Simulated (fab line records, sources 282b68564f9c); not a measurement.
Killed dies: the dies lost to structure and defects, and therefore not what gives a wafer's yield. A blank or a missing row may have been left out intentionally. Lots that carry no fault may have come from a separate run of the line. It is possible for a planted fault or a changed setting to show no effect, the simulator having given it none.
2 desks looking at one fault	flow rit_cmos	each desk holds nothing but its own numbers, with what lay behind them at the end

== TOOL OWNER'S DESK, implanter-02 ==
The tool's own readings at RIT_PWELL_IMPLANT_08: means of the sampled wafers that have a number, for each lot that ran on this tool. If a lot's mean is further than 4 standard deviations from the usual mean, the lot is out of limits and carries the mark OUT (the distance appears in the brackets).
Columns: A = dose_ions_cm2 at RIT_PWELL_IMPLANT_08, usual 7.002e+13; B = faraday_current_uA at RIT_PWELL_IMPLANT_08, usual 222
lot	first seen here	A	B
L180	day 3 04:29	9.939e+13 (+99 or more) OUT	313 (+19) OUT
L185	day 4 05:19	9.943e+13 (+99 or more) OUT	316 (+20) OUT
L186	day 4 10:25	9.941e+13 (+99 or more) OUT	316 (+20) OUT
Finding of this desk: L180, L185, L186 out of limits; the first was L180 at day 3 04:29, on dose_ions_cm2 at RIT_PWELL_IMPLANT_08. In limits: none.

== AT THE METROLOGY DESK ==
Lot by lot, what the gauges showed, no matter which tool ran the lot: averages of those sampled wafers that carry a number. If a lot's mean is further than 4 standard deviations from the usual mean, the lot is out of limits and carries the mark OUT (the distance appears in the brackets).
Columns: A = PWELL_TW at RIT_PWELL_TW_MEAS_10, usual 946; B = PWELL_RS at RIT_WELLDRIVE_RS_MEAS_02, usual 429.3 ohm/sq
lot	first seen here	A	B
L174	day 1 23:29	942	429.4
L175	day 2 07:53	944	427.0
L176	day 2 09:11	944	428.1
L177	day 2 13:58	945	425.5
L180	day 3 04:47	1057 (+24) OUT	346.0 (-60) OUT
L185	day 4 05:38	1069 (+27) OUT	345.7 (-60) OUT
L186	day 4 10:45	1060 (+25) OUT	346.1 (-59) OUT
L188	day 4 21:21	944	430.8
L189	day 5 04:13	945	429.6
L190	day 5 08:29	939	429.7
L191	day 5 13:21	943	430.7
L192	day 5 17:07	949	431.1
L194	day 6 02:39	952	430.1
L196	day 6 14:14	944	429.4
L197	day 6 19:49	950	431.3
Per this desk, out of limits: L180, L185, L186; the first was L180, day 3 04:47 (PWELL_TW at RIT_PWELL_TW_MEAS_10). L174, L175, L176, L177, L188, L189, L190, L191, L192, L194, L196, L197 stayed within limits.

== BROUGHT TOGETHER ==
An alarm could have come from the tool owner's desk at day 3 04:29, on L180, L185, L186.
The metrology desk could have raised an alarm at day 3 04:47, on L180, L185, L186.
The lots listed all ran RIT_PWELL_IMPLANT_08 on implanter-02.

== WHAT HAD BEEN PUT IN BY THE SIMULATOR ==
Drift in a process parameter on implanter-02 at RIT_PWELL_IMPLANT_08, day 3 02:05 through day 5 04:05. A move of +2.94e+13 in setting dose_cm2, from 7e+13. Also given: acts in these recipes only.
Lots struck among those shown: L180, L185, L186.
Fault start to first reading out of limits, in hours, per desk: tool owner, 2; metrology, 3.
